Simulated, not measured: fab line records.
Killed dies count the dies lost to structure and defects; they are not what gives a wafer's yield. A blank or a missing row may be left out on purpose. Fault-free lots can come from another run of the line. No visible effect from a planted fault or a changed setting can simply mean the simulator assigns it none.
fab line records | flow rit-cmos
record lots=13 | wafers=39 | last-day=7
route steps=202 shown GATE@95 M1@202
lots that met no fault: from a run of the same line without faults
start-h: hours from the record's opening day to when the first of the lot's shown wafers began | wait-h: hours elapsed since this lot's preceding step | " repeats the value in the row above | L1.1+2: a row that stands for several wafers | - value missing, or start not given | * or withheld: withheld | < > ~ a bound
route shown NAME@n: NAME is a module with steps in the file, n the number in the route of the first one | usual: mean/standard deviation of fault-free wafers | same: alike in all rows | chamber/n: place in a boat | sites: each site's reading | _std_site: standard deviation across them | _edge_site: mean of outer sites minus mean of inner sites | radius-mm: how far each site lies from the wafer's centre | mask NAME#n: copy n | behind: the most recent tool/chamber to have shaped the wafer | hold: what put the lot on hold/how long, in hours/how the hold closed | device: the transistor (n, p or np) that didn't switch | end of line: the route-end tests of the same wafers | a step without rows: its recipe alone | killed: the dies lost at the first sort to structure and to defects; this is not the yield of the wafer | map: per-die view of a wafer (x killed, . not killed, _ where there is no die)
set.NAME: setting as actually run; set.NAME@STEP: the setting as run at that earlier step | model.NAME: the simulator's own value behind a step, which no gauge read
a sample of lots followed through the steps of the route, with each step as a table and each wafer as a row
services: the hour from which a tool's chamber was out of use, counted from the record's first day as start-h (under 0 if before that day), plus the number of hours and why
## steps
# step RIT_GATE_ETCH_19
# recipe chemistry=SF6/CHF3/O2 | time-s=168.1 | SF6_flow_sccm=30 | CHF3_flow_sccm=30 | O2_flow_sccm=5 | target=poly-Si | pressure-mtorr=40 | rf-w=160 | target-depth-a=3125 | over-etch-frac=0.25 | stop-on=SiO2
# usual SF6_flow_sccm=30.01/0.091 | chamber-pressure-mTorr=40.00/0.034 | drypump-motor-current-A=5.7/0.42 | oes-product-au=0.841/0.012 | throttle-valve-pct=10.24/0.15
# same time-s=168.1
lot.wafer | tool      | chamber | start-h | wait-h | SF6_flow_sccm | chamber-pressure-mTorr | drypump-motor-current-A | oes-product-au | rf-hours-counter-h | throttle-valve-pct
L239.1    | rie-si-01 | 2       | 51.64   | 0.1    | 29.99         | 40.00                  | 5.7                     | 0.850          | 162                | 10.47
L239.3    | "         | 0       | "       | "      | 29.90         | 40.01                  | 5.7                     | 0.859          | 99                 | 10.11
L239.6    | "         | 2       | "       | "      | 30.02         | 39.97                  | 5.7                     | 0.865          | -                  | 10.47
L240.2    | rie-si-02 | 2       | 51.89   | 0.1    | 30.18         | 39.99                  | 6.1                     | 0.836          | 68                 | 10.17
L240.5    | "         | 3       | "       | "      | 30.08         | 40.02                  | 5.8                     | 0.832          | -                  | 10.02
L240.6    | "         | 2       | "       | "      | 30.14         | 39.98                  | 6.2                     | 0.832          | -                  | 10.17
L241.4    | rie-si-01 | 0       | 59.20   | 0.1    | 30.06         | 40.02                  | 5.7                     | 0.865          | -                  | 10.11
L241.5    | "         | 1       | "       | "      | 30.05         | 40.00                  | 6.2                     | 0.837          | -                  | 10.18
L241.6    | "         | 3       | "       | "      | 29.85         | 39.99                  | 5.1                     | 0.847          | -                  | 10.28
L242.1    | rie-si-02 | 2       | 59.36   | 0.1    | 29.98         | 40.00                  | 6.1                     | 0.851          | 68                 | 10.18
L242.5    | "         | 1       | "       | "      | 30.07         | 40.03                  | 5.4                     | 0.829          | -                  | 10.47
L242.6    | "         | 0       | "       | "      | 30.11         | 40.02                  | 5.1                     | 0.838          | -                  | 10.42
L243.1    | rie-si-01 | 1       | 63.14   | 0.1    | 30.03         | 39.99                  | 6.3                     | 0.836          | 24                 | 10.18
L243.3    | "         | 3       | "       | "      | 29.98         | 39.98                  | 5.1                     | 0.837          | -                  | 10.28
L243.6    | "         | 3       | "       | "      | 29.83         | 40.10                  | 5.1                     | 0.835          | -                  | 10.27
L244.1    | rie-si-02 | 1       | 71.94   | 0.1    | 29.97         | 39.98                  | 5.4                     | 0.839          | 60                 | 10.47
L244.3    | "         | 0       | "       | "      | 29.92         | 39.93                  | 5.1                     | 0.817          | 110                | 10.41
L244.5    | "         | 3       | "       | "      | 30.16         | 39.99                  | 5.8                     | 0.840          | -                  | 10.02
L245.4    | rie-si-01 | 1       | 75.60   | 0.1    | 30.02         | 39.99                  | 6.2                     | 0.837          | -                  | 10.17
L245.5    | "         | 3       | "       | "      | 30.09         | 40.02                  | 5.1                     | 0.835          | -                  | 10.28
L245.6    | "         | 0       | "       | "      | 30.02         | 40.02                  | 5.7                     | 0.861          | -                  | 10.12
L247.1    | rie-si-01 | 1       | 87.42   | 0.1    | 30.06         | 40.04                  | 6.3                     | 0.839          | 25                 | 10.20
L247.4    | "         | 0       | "       | "      | 30.14         | 39.97                  | 5.7                     | 0.862          | 99                 | 10.13
L247.6    | "         | 2       | "       | "      | 29.87         | 40.00                  | 5.7                     | 0.854          | -                  | 10.47
L248.2    | rie-si-02 | 1       | 91.48   | 0.1    | 30.07         | 39.98                  | 5.4                     | 0.847          | 60                 | 10.48
L248.4    | "         | 2       | "       | "      | 30.01         | 39.97                  | 6.1                     | 0.856          | 68                 | 10.17
L248.6    | "         | 3       | "       | "      | 30.01         | 39.99                  | 5.9                     | 0.844          | -                  | 10.04
L250.1    | rie-si-01 | 0       | 104.39  | 0.1    | 30.08         | 39.97                  | 5.7                     | 0.852          | 99                 | 10.12
L250.2    | "         | 1       | "       | "      | 29.98         | 39.99                  | 6.3                     | 0.851          | 25                 | 10.18
L250.5    | "         | 1       | "       | "      | 29.88         | 40.00                  | 6.2                     | 0.842          | -                  | 10.18
L252.1    | rie-si-02 | 2       | 111.59  | 0.1    | 29.93         | 40.03                  | 6.1                     | 0.754          | 68                 | 10.18
L252.2    | "         | 1       | "       | "      | 30.07         | 40.02                  | 5.4                     | 0.828          | 60                 | 10.47
L252.3    | "         | 0       | "       | "      | 30.11         | 39.99                  | 5.1                     | 0.824          | 110                | 10.40
L253.2    | rie-si-01 | 3       | 117.87  | 0.1    | 30.05         | 40.03                  | 5.1                     | 0.838          | 41                 | 10.28
L253.5    | "         | 0       | "       | "      | 30.05         | 39.95                  | 5.7                     | 0.858          | -                  | 10.13
L253.6    | "         | 3       | "       | "      | 30.02         | 40.07                  | 5.1                     | 0.849          | -                  | 10.29
L260.2    | rie-si-01 | 0       | 151.34  | 0.1    | 29.89         | 39.99                  | 5.7                     | 0.865          | 99                 | 10.13
L260.5    | "         | 3       | "       | "      | 29.95         | 40.07                  | 5.1                     | 0.835          | -                  | 10.28
L260.6    | "         | 2       | "       | "      | 29.90         | 40.01                  | 5.7                     | 0.844          | -                  | 10.47
# step RIT_M1_PROBE_99
# usual killed_at_M0_to_M3=0.0/0.083 | killed-at-contacts=0.1/0.27 | killed-at-front-end=7/3.3 | killed-dies=7/3.3 | killed-on-rim=2.0/1.5 | killed-open=3.5/2 | killed-short=3.8/2.2
# same gross-dies=264 | killed_at_M4_up=0 | killed-at-back-side=0 | killed-at-other=0
lot.wafer | tool      | chamber | start-h | wait-h | killed_at_M0_to_M3 | killed-at-contacts | killed-at-front-end | killed-dies | killed-on-rim | killed-open | killed-short
L250.1    | prober-02 | -       | 125.57  | 0.1    | 0                  | 0                  | 12                  | 12          | 3             | 5           | 7
L250.2    | prober-02 | -       | 125.62  | 0.1    | 0                  | 0                  | 9                   | 9           | 6             | 5           | 4
L250.5    | prober-02 | -       | 125.77  | 0.2    | 0                  | 0                  | 5                   | 5           | 2             | 4           | 1
L252.1    | prober-02 | -       | 132.29  | 0.1    | 0                  | 0                  | 264                 | 264         | 70            | 4           | 4
L252.2    | prober-02 | -       | 132.34  | 0.1    | 0                  | 0                  | 7                   | 7           | 2             | 6           | 1
L252.3    | prober-02 | -       | 132.39  | 0.2    | 0                  | 0                  | 5                   | 5           | 2             | 3           | 2
# killed by level:class
L250.1 FOX1:geometric-particle:short=3 GATE:geometric-particle:short=2 REOX:geometric-particle:short=2 FOX1:geometric-particle:open=1 GATE:geometric-particle:open=1 REOX:geometric-particle:open=1 SPACER:geometric-particle:open=1 SILICIDE:geometric-particle:open=1
L250.2 GATE:geometric-particle:open=3 GATE:geometric-particle:short=3 FOX1:geometric-particle:open=1 FOX2:geometric-particle:open=1 REOX:geometric-particle:short=1
L250.5 GATE:geometric-particle:open=3 GATE:geometric-particle:short=1 SILICIDE:geometric-particle:open=1
L252.1 GATE:area-etch=256 FOX1:geometric-particle:short=2 FOX1:geometric-particle:open=2 FOX2:geometric-particle:open=1 GATE:geometric-particle:short=1 REOX:geometric-particle:open=1 SILICIDE:geometric-particle:short=1
L252.2 FOX1:geometric-particle:open=2 REOX:geometric-particle:open=2 FOX2:geometric-particle:open=1 GATE:geometric-particle:short=1 GATE:geometric-particle:open=1
L252.3 FOX2:geometric-particle:open=1 GATE:geometric-particle:short=1 SPACER:geometric-particle:open=1 SPACER:geometric-particle:short=1 SILICIDE:geometric-particle:open=1
## services
tool      | chamber | start-h | hours | kind
rie-si-01 | 1       | 32.45   | 21.4  | repair
rie-si-01 | 2       | 57.26   | -     | clean
rie-si-01 | 2       | 57.26   | 23.1  | scheduled-down
rie-si-01 | 2       | 57.26   | 23.1  | vent-cycle
rie-si-01 | 0       | 59.27   | 6.9   | repair
rie-si-02 | -       | 62.73   | 0.3   | repair
rie-si-01 | 2       | 130.34  | 5.8   | repair
rie-si-01 | -       | 141.44  | 2.7   | repair
## key
first-sign step=RIT_GATE_ETCH_19 | reading=oes-product-au | direction=down | sigmas=7.2 | usual=0.841 | struck=0.754
effect step=RIT_M1_PROBE_99 | reading=killed-at-front-end | direction=up | sigmas=77 | usual=7 | struck=264
more-kills-born-at RIT_GATE_ETCH_19@rie-si-02=256
met-at RIT_GATE_ETCH_19
struck-lots L252
struck-wafers L252.1
later-rows-left-out L252.1
tester-left-out L252
onset-between 91.48 111.59
fault kind=process-parameter-drift | tool=rie-si-02 | chamber=2 | onset-h=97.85 | steps=RIT_GATE_ETCH_19 | channel=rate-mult | offset=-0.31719 | shape=step | end-h=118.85
# tester-left-out: of these lots the tester's yield and bins aren't shown, on N5 and GAA mostly nor the transistor test; their killed dies are dies lost to structure and defects alone, not to doping, threshold or leakage, so they don't give the yield
# later-rows-left-out: the simulator's readings of these wafers behind a module that went badly wrong aren't trusted and aren't shown, but for the sort
